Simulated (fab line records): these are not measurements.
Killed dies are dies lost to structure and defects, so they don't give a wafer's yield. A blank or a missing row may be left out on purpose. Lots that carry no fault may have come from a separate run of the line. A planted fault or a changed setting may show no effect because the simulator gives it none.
A struck lot beside a sound one -- flow rit_cmos -- 26 steps out of a route of 202
Sound: wafers L454.1, L454.2, L454.6. Wafers struck: L461.3, L461.4, L461.5. At the end, the cause is stated.
Per side, at each step with rows, come the tool, then ch with its chambers, and then its first start. Under that, the readings that differ: sound wafers -- struck wafers -- difference of the means -- sigmas: that difference in standard deviations of wafers without a fault.
alike: a reading whose means differ by less than 2 such deviations, as well as words and numbers matching on both sides. not compared: withheld readings; readings where some wafer has no value; bounds like >300 that might hide an equal value; numbers whose values overlap and for which the record gives no deviation.
The two part at a step that has a row with sigmas, a row that says differs or no value, or rows on one side only. Numbers that have no deviation but don't overlap get no sigmas and don't part them. A reading missing from all wafers of one side parts the sides only when that side holds two or more wafers.

first, 1 step without rows for these wafers: RIT_ACTIVE_OXIDATION_01 (target thk 46.8 nm, ox time 3360 s).
RIT_ACTIVE_THK_MEAS_02:
  struck on film_metro-01, day 5 02:47; sound on film_metro-01, day 3 16:08
  alike: ACTIVE_OXIDE_THK
then, 1 step without rows for these wafers: RIT_ACTIVE_CVD_03 (deposits Si3N4 from SiH2Cl2/NH3, target thk 150 nm, time 1500 s).
RIT_ACTIVE_THK_MEAS_04:
  struck on film_metro-03, day 5 04:16; sound on film_metro-01, day 3 18:22
  alike: ACTIVE_NITRIDE_THK
then, 6 steps without rows for these wafers: RIT_ACTIVE_HMDS_05 (prime time 60 s); RIT_ACTIVE_COAT_06 (resist thk 1000 nm); RIT_ACTIVE_SOFTBAKE_07 (time 60 s); RIT_ACTIVE_EXPOSE_08 (exposes mask M1, target cd 1400 nm); RIT_ACTIVE_PEB_09; RIT_ACTIVE_DEVELOP_10 (develop time 50 s).
RIT_ACTIVE_CD_MEAS_11: the cd target is 1400 nm.
  struck on cd_sem-02, day 5 05:20; sound on cd_sem-02, day 3 19:23
  alike: cd_nm
then, 1 step without rows for these wafers: RIT_ACTIVE_HARDBAKE_12 (time 60 s).
RIT_ACTIVE_ETCH_13: etches Si3N4 in SF6, stops on SiO2, time 210 s, target depth 210 nm.
  sound on rie_diel-03 ch 1,2,3, day 3 19:40; struck on rie_diel-02 ch 0,1,2, day 5 05:34
reading,sound,struck,difference,sigmas
model.NOVOLAK_of_ACTIVE_COAT_06.thk_nm (nm),655.9 656.6 655.1,574.8 580.5 573.8,-79.5,
model.ACTIVE.feature_depth_nm (nm),149.6 151.1 148.9,173 172.4 175.3,+24,
model.SiO2_of_ACTIVE_OXIDATION_01.thk_nm (nm),48.27 49.02 48.46,23.52 24.64 22.74,-24.95,
  alike: drypump_motor_current_A, oes_product_au, throttle_valve_pct
  not compared: rf_hours_counter_h
RIT_ACTIVE_STRIP_14: strips in O2, time 180 s.
  sound on plasma_asher-03 ch 0,1, day 3 19:47; struck on plasma_asher-01 ch 0,1, day 5 05:45
  alike: drypump_motor_current_A
  not compared: rf_hours_counter_h
RIT_ACTIVE_CD_MEAS_90: the cd target is 1400 nm.
  struck on cd_sem-02, day 5 05:55; sound on cd_sem-02, day 3 19:58
  alike: cd_nm
then, 4 steps without rows for these wafers: RIT_ACTIVE_CLEAN_15 (cleans in SC1, time 600 s); RIT_ACTIVE_CLEAN_16 (cleans in dHF, time 30 s); RIT_ACTIVE_CLEAN_17 (cleans in SC2, time 600 s); RIT_FOX1_OXIDATION_00 (target thk 350.7 nm, ox time 1130 s).
RIT_FOX1_THK_MEAS_01:
  struck on film_metro-02, day 5 09:05; sound on film_metro-03, day 3 23:29
reading,sound,struck,difference,sigmas
FOX1_OXIDE_THK (nm),345 345 344,356 359 366,+16,+2
then, 2 steps without rows for these wafers: RIT_FOX1_WET_ETCH_02 (etches SiO2 in BOE, target depth 350 nm, time 390 s); RIT_FOX2_OXIDATION_00 (target thk 350.7 nm, ox time 1130 s).
RIT_FOX2_THK_MEAS_01:
  struck on film_metro-02, day 5 11:28; sound on film_metro-02, day 4 04:08
  alike: FOX2_OXIDE_THK
then, 1 step without rows for these wafers: RIT_FOX2_CLEAN_02 (cleans in dHF, time 180 s).
RIT_FOX2_WET_ETCH_03: etches Si3N4 in H3PO4, target depth 195 nm, time 2700 s.
  sound on wet_bench-04 ch 1, day 4 04:15; struck on wet_bench-01 ch 1, day 5 11:34
reading,sound,struck,difference,sigmas
model.SiO2_of_ACTIVE_OXIDATION_01.thk_nm (nm),42.7 43.38 42.91,20.86 21.84 20.17,-22.04,
RIT_FOX2_THK_MEAS_90:
  struck on film_metro-02, day 5 12:21; sound on film_metro-04, day 4 05:05
  alike: FIELD_OXIDE_LEFT_1_THK

WHERE THEY PART
RIT_FOX1_THK_MEAS_01 only, going by this record. Later steps at which nothing parts them and some readings are alike: RIT_FOX2_THK_MEAS_01, RIT_FOX2_THK_MEAS_90.

WHY: what had been put in by the simulator
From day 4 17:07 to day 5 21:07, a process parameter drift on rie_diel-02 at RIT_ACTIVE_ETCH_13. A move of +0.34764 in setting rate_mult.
